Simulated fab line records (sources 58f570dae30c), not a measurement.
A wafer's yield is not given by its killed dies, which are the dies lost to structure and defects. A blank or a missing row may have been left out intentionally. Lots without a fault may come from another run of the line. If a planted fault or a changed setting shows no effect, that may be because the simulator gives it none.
Which tool is to blame? / flow berkeley cmos170 / Sampling: 14 lots, 42 wafers, 4 of 331 route steps

== WHAT EACH GAUGE READ, for each wafer ==
UCB170_SILICIDE_THK_MEAS_03: measures by xrf.
lot=L223; measured=day 7 04:10; on=film metro-03; SILICIDE_TI_THK (nm)=30.7 30.5 30.6
lot=L222; measured=day 7 04:11; on=film metro-02; SILICIDE_TI_THK (nm)=30.8 31.3 31.2
lot=L224; measured=day 7 07:44; on=film metro-04; SILICIDE_TI_THK (nm)=30.2 30.4 30.4
lot=L227; measured=day 7 16:42; on=film metro-03; SILICIDE_TI_THK (nm)=30.2 30.0 30.0
lot=L226; measured=day 7 18:18; on=film metro-02; SILICIDE_TI_THK (nm)=30.3 30.2 30.5
lot=L229; measured=day 8 05:28; on=film metro-03; SILICIDE_TI_THK (nm)=30.5 30.7 30.4
lot=L231; measured=day 8 16:10; on=film metro-04; SILICIDE_TI_THK (nm)=30.8 30.4 30.6
lot=L233; measured=day 8 21:20; on=film metro-02; SILICIDE_TI_THK (nm)=30.3 30.0 30.1
lot=L232; measured=day 8 21:39; on=film metro-04; SILICIDE_TI_THK (nm)=30.5 30.1 30.4
lot=L235; measured=day 9 06:37; on=film metro-03; SILICIDE_TI_THK (nm)=30.8 30.2 30.3
lot=L237; measured=day 10 00:32; on=film metro-02; SILICIDE_TI_THK (nm)=30.3 30.2 29.9
lot=L236; measured=day 10 01:23; on=film metro-02; SILICIDE_TI_THK (nm)=29.8 29.7 29.8
lot=L238; measured=day 10 01:46; on=film metro-03; SILICIDE_TI_THK (nm)=29.8 29.7 29.5
lot=L239; measured=day 10 13:14; on=film metro-04; SILICIDE_TI_THK (nm)=30.9 31.1 31.1

UCB170_M3_RS_MEAS_02: measurement is done with a four-point probe.
lot=L223; measured=day 8 00:29; on=film metro-04; M3_AL_RS (ohm/sq)=0.0319 0.0320 0.0323
lot=L222; measured=day 8 01:36; on=film metro-02; M3_AL_RS (ohm/sq)=0.0320 0.0320 0.0319
lot=L224; measured=day 8 06:31; on=film metro-04; M3_AL_RS (ohm/sq)=0.0317 0.0317 0.0319
lot=L227; measured=day 8 11:23; on=film metro-04; M3_AL_RS (ohm/sq)=0.0321 0.0322 0.0320
lot=L226; measured=day 8 16:28; on=film metro-02; M3_AL_RS (ohm/sq)=0.0321 0.0323 0.0325
lot=L229; measured=day 9 03:09; on=film metro-02; M3_AL_RS (ohm/sq)=0.0323 0.0320 0.0323
lot=L231; measured=day 9 14:13; on=film metro-04; M3_AL_RS (ohm/sq)=0.0321 0.0322 0.0320
lot=L233; measured=day 9 18:05; on=film metro-04; M3_AL_RS (ohm/sq)=0.0319 0.0320 0.0318
lot=L232; measured=day 9 17:41; on=film metro-02; M3_AL_RS (ohm/sq)=0.0317 0.0318 0.0319
lot=L235; measured=day 10 05:04; on=film metro-01; M3_AL_RS (ohm/sq)=0.0314 0.0316 0.0314
lot=L237; measured=day 10 21:32; on=film metro-02; M3_AL_RS (ohm/sq)=0.0326 0.0326 0.0322
lot=L236; measured=day 10 22:17; on=film metro-02; M3_AL_RS (ohm/sq)=0.0322 0.0318 0.0323
lot=L238; measured=day 10 21:58; on=film metro-04; M3_AL_RS (ohm/sq)=0.0320 0.0318 0.0319
lot=L239; measured=day 11 09:02; on=film metro-04; M3_AL_RS (ohm/sq)=0.0323 0.0321 0.0324

== WHAT TOOL EACH LOT RAN ON (gives the tool, then ch and the chambers of the sampled wafers, and finally the start) ==
lot=L223; UCB170_SILICIDE_RTA_04=rtp anneal-02 ch 0, day 7 04:14; UCB170_M1_ETCH_11=rie diel-03 ch 1,2,3, day 7 10:42
lot=L222; UCB170_SILICIDE_RTA_04=rtp anneal-01 ch 0, day 7 04:15; UCB170_M1_ETCH_11=rie diel-01 ch 1,2,3, day 7 10:56
lot=L224; UCB170_SILICIDE_RTA_04=rtp anneal-02 ch 0, day 7 07:48; UCB170_M1_ETCH_11=rie diel-03 ch 0,3, day 7 16:12
lot=L227; UCB170_SILICIDE_RTA_04=rtp anneal-02 ch 0, day 7 16:46; UCB170_M1_ETCH_11=rie diel-03 ch 0,1, day 8 00:40
lot=L226; UCB170_SILICIDE_RTA_04=rtp anneal-01 ch 0, day 7 18:22; UCB170_M1_ETCH_11=rie diel-01 ch 0,1, day 8 03:43
lot=L229; UCB170_SILICIDE_RTA_04=rtp anneal-01 ch 0, day 8 05:32; UCB170_M1_ETCH_11=rie diel-04 ch 0,2,3, day 8 12:37
lot=L231; UCB170_SILICIDE_RTA_04=rtp anneal-01 ch 0, day 8 16:13; UCB170_M1_ETCH_11=rie diel-03 ch 0,1,2, day 9 02:20
lot=L233; UCB170_SILICIDE_RTA_04=rtp anneal-01 ch 0, day 8 21:23; UCB170_M1_ETCH_11=rie diel-01 ch 1,2, day 9 06:34
lot=L232; UCB170_SILICIDE_RTA_04=rtp anneal-02 ch 0, day 8 21:44; UCB170_M1_ETCH_11=rie diel-03 ch 0,1,3, day 9 06:20
lot=L235; UCB170_SILICIDE_RTA_04=rtp anneal-02 ch 0, day 9 06:40; UCB170_M1_ETCH_11=rie diel-01 ch 0,3, day 9 14:32
lot=L237; UCB170_SILICIDE_RTA_04=rtp anneal-01 ch 0, day 10 00:35; UCB170_M1_ETCH_11=rie diel-03 ch 1,2,3, day 10 06:47
lot=L236; UCB170_SILICIDE_RTA_04=rtp anneal-02 ch 0, day 10 01:27; UCB170_M1_ETCH_11=rie diel-04 ch 1,2, day 10 07:47
lot=L238; UCB170_SILICIDE_RTA_04=rtp anneal-01 ch 0, day 10 01:49; UCB170_M1_ETCH_11=rie diel-01 ch 0,1,2, day 10 08:37
lot=L239; UCB170_SILICIDE_RTA_04=rtp anneal-02 ch 0, day 10 13:19; UCB170_M1_ETCH_11=rie diel-01 ch 0,2,3, day 10 20:41
- UCB170_SILICIDE_RTA_04: time 15 s.
- UCB170_M1_ETCH_11: etches BARC in N2/H2.

== AS READ BY THE TOOLS THEMSELVES (means over the sampled wafers that have a number; for cases with no such wafer, the mark the record gives instead) ==
UCB170_SILICIDE_RTA_04.
lot=L223; tool=rtp anneal-02; lamp power pct (%)=9.7; wafer_temp_C_max=651.4
lot=L222; tool=rtp anneal-01; lamp power pct (%)=10.4; wafer_temp_C_max=652.6
lot=L224; tool=rtp anneal-02; lamp power pct (%)=9.7; wafer_temp_C_max=651.4
lot=L227; tool=rtp anneal-02; lamp power pct (%)=9.7; wafer_temp_C_max=652.0
lot=L226; tool=rtp anneal-01; lamp power pct (%)=10.4; wafer_temp_C_max=652.4
lot=L229; tool=rtp anneal-01; lamp power pct (%)=10.4; wafer_temp_C_max=652.9
lot=L231; tool=rtp anneal-01; lamp power pct (%)=10.4; wafer_temp_C_max=652.3
lot=L233; tool=rtp anneal-01; lamp power pct (%)=10.4; wafer_temp_C_max=653.2
lot=L232; tool=rtp anneal-02; lamp power pct (%)=9.7; wafer_temp_C_max=651.2
lot=L235; tool=rtp anneal-02; lamp power pct (%)=9.7; wafer_temp_C_max=652.1
lot=L237; tool=rtp anneal-01; lamp power pct (%)=10.4; wafer_temp_C_max=653.0
lot=L236; tool=rtp anneal-02; lamp power pct (%)=9.7; wafer_temp_C_max=652.2
lot=L238; tool=rtp anneal-01; lamp power pct (%)=10.4; wafer_temp_C_max=652.5
lot=L239; tool=rtp anneal-02; lamp power pct (%)=9.7; wafer_temp_C_max=651.6

UCB170_M1_ETCH_11.
lot=L223; tool=rie diel-03; bias w (W)=99.96; drypump motor current A (A)=5.5; n2 flow sccm (sccm)=100.26; oes product au (a.u.)=0.999; throttle valve pct (%)=13.36
lot=L222; tool=rie diel-01; bias w (W)=100.05; drypump motor current A (A)=5.9; n2 flow sccm (sccm)=100.05; oes product au (a.u.)=1.013; throttle valve pct (%)=13.08
lot=L224; tool=rie diel-03; bias w (W)=99.87; drypump motor current A (A)=5.6; n2 flow sccm (sccm)=100.04; oes product au (a.u.)=0.990; throttle valve pct (%)=13.12
lot=L227; tool=rie diel-03; bias w (W)=99.87; drypump motor current A (A)=5.4; n2 flow sccm (sccm)=99.98; oes product au (a.u.)=1.019; throttle valve pct (%)=13.19
lot=L226; tool=rie diel-01; bias w (W)=100.11; drypump motor current A (A)=5.7; n2 flow sccm (sccm)=100.13; oes product au (a.u.)=1.002; throttle valve pct (%)=13.12
lot=L229; tool=rie diel-04; bias w (W)=99.93; drypump motor current A (A)=5.8; n2 flow sccm (sccm)=99.78; oes product au (a.u.)=0.998; throttle valve pct (%)=13.15
lot=L231; tool=rie diel-03; bias w (W)=100.00; drypump motor current A (A)=5.3; n2 flow sccm (sccm)=100.20; oes product au (a.u.)=1.006; throttle valve pct (%)=13.35
lot=L233; tool=rie diel-01; bias w (W)=99.91; drypump motor current A (A)=6.2; n2 flow sccm (sccm)=99.96; oes product au (a.u.)=1.014; throttle valve pct (%)=12.98
lot=L232; tool=rie diel-03; bias w (W)=100.07; drypump motor current A (A)=5.6; n2 flow sccm (sccm)=99.89; oes product au (a.u.)=1.003; throttle valve pct (%)=13.20
lot=L235; tool=rie diel-01; bias w (W)=99.88; drypump motor current A (A)=5.4; n2 flow sccm (sccm)=99.83; oes product au (a.u.)=1.010; throttle valve pct (%)=13.29
lot=L237; tool=rie diel-03; bias w (W)=100.21; drypump motor current A (A)=5.5; n2 flow sccm (sccm)=99.94; oes product au (a.u.)=1.002; throttle valve pct (%)=13.36
lot=L236; tool=rie diel-04; bias w (W)=99.89; drypump motor current A (A)=5.9; n2 flow sccm (sccm)=100.11; oes product au (a.u.)=0.992; throttle valve pct (%)=13.21
lot=L238; tool=rie diel-01; bias w (W)=81.07; drypump motor current A (A)=5.9; n2 flow sccm (sccm)=100.08; oes product au (a.u.)=0.945; throttle valve pct (%)=13.09
lot=L239; tool=rie diel-01; bias w (W)=80.99; drypump motor current A (A)=5.7; n2 flow sccm (sccm)=99.93; oes product au (a.u.)=0.946; throttle valve pct (%)=13.18

== THE ANSWER, worked out from the rows above alone ==
Rule: what is usual is taken from the lots themselves. The widest of any qualifying gaps counts: lots, ordered by their means at a reading, are off when they make up no more than a third of the lots, leave a main group of 4 or more, and stand apart from it by 3 or more times the standard deviation of that group's means. If all means in a main group match to the digits the tables above print for the reading, that group is not used. Also off: a lot with no number at a reading for which 4 or more lots have one. All remaining lots with rows at the step are treated as sound. The gauges are gone through in route order, then the tools' own readings, and for those a lot's mean is taken as printed above. At the first step where some lot is off, the reading lying furthest off is the one used; lots without a number count as furthest.
Off: L238, L239 (UCB170_M1_ETCH_11, bias w). The main group: mean 99.98 W, standard deviation 0.11.
A tool fits if, at that step or a process step before it, it ran every lot that is off, and no sound lot after the first of them. One candidate fits, namely rie diel-01 at UCB170_M1_ETCH_11. A fault onset in the window from L235 (day 9 14:32, its last sound lot) to L238 (day 10 08:37, its first lot off) fits.
The tool's own readings at UCB170_M1_ETCH_11 bear it out: on the lots that are off they differ by more than 5 times the standard deviation of the sound lots' means. bias w reads 81.03 W there against 99.98 W on the sound lots; oes product au reads 0.946 a.u. there against 1.004 a.u. on the sound lots.

== WHAT THE SIMULATOR PUT IN ==
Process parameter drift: rie diel-01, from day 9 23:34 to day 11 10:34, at UCB170_M1_ETCH_11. Setting bias w shifted by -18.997 from 100. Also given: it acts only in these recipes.
Shown lots that were struck: L238, L239. The same result came from the rule above.
